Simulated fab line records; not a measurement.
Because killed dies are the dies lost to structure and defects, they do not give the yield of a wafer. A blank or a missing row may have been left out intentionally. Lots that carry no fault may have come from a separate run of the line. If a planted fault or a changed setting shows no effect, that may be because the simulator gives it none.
A single fault, viewed from 2 desks ; flow rit cmos ; each desk has only its own numbers; what lay behind them comes last

## THE TOOL OWNER'S DESK: pvd sputter-01
The tool's own readings at RIT_M1_SPUTTER_00 (material Al, target thk 400 nm, time 500 s): means of the sampled wafers that have a number, for each lot that ran on this tool. If a lot's mean is further than 4 standard deviations from the usual mean, the lot is out of limits and carries the mark OUT (the distance appears in the brackets).
Columns: A = cathode dc power W at RIT_M1_SPUTTER_00, usual 2000.0 W; B = throttle valve pct at RIT_M1_SPUTTER_00, usual 30.1 %
lot;first seen here;A;B
L826;day 3 05:04;1999.9;30.8
L832;day 4 21:44;2047.4 (+99 or more) OUT;30.5
This desk's verdict: out of limits on L832, starting with L832 at day 4 21:44 (cathode dc power W at RIT_M1_SPUTTER_00). Within limits: L826.

## AT THE METROLOGY DESK
Means of the sampled wafers that have a number, per lot and without regard to the tool the lot ran on: this is what the gauges read. If a lot's mean is further than 4 standard deviations from the usual mean, the lot is out of limits and carries the mark OUT (the distance appears in the brackets).
Columns: A = cd nm at RIT_CONTACT_CD_MEAS_08, usual 999.3 nm; B = CONTACT_OVL at RIT_CONTACT_OVL_MEAS_09, usual 0.2 nm; C = cd nm at RIT_CONTACT_CD_MEAS_90, usual 999.5 nm; D = M1_AL_RS at RIT_M1_RS_MEAS_01, usual 0.0737 ohm/sq; E = M1_AL_THK at RIT_M1_THK_MEAS_02, usual 394 nm; F = cd nm at RIT_M1_CD_MEAS_09, usual 2600.6 nm; G = M1_OVL at RIT_M1_OVL_MEAS_10, usual 0.6 nm
lot;first seen here;A;B;C;D;E;F;G
L826;day 3 03:54;996.6;0.8;996.5;0.0737;397;2601.7;-1.2
L827;day 3 10:59;1000.2;-0.1;1000.2;0.0723;405;2598.6;1.5
L832;day 4 20:36;997.0;0.1;997.2;0.0721;406;2598.8;3.3
L837;day 5 11:40;1001.6;1.4;1001.8;0.0734;393;2602.3;-1.0
L839;day 5 21:02;1002.0;0.8;1002.1;0.0750;392;2600.1;1.4
This desk's verdict: no lot among the 5 shows anything out of limits.

## PUT TOGETHER
The tool owner's desk could have raised an alarm at day 4 21:44, on L832.
Metrology desk: nothing out of limits seen.
The metrology desk has L832 on record, within its limits.
All the named lots went through RIT_M1_SPUTTER_00 on pvd sputter-01.

## WHAT THE SIMULATOR HAD INSERTED
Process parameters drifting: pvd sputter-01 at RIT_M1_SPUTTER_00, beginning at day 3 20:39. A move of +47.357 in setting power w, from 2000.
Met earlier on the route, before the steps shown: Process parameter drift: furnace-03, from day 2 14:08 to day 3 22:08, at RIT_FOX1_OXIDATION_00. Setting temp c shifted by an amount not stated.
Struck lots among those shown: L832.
Each desk's first reading out of limits, in hours after the fault started: the tool owner's desk, 25.
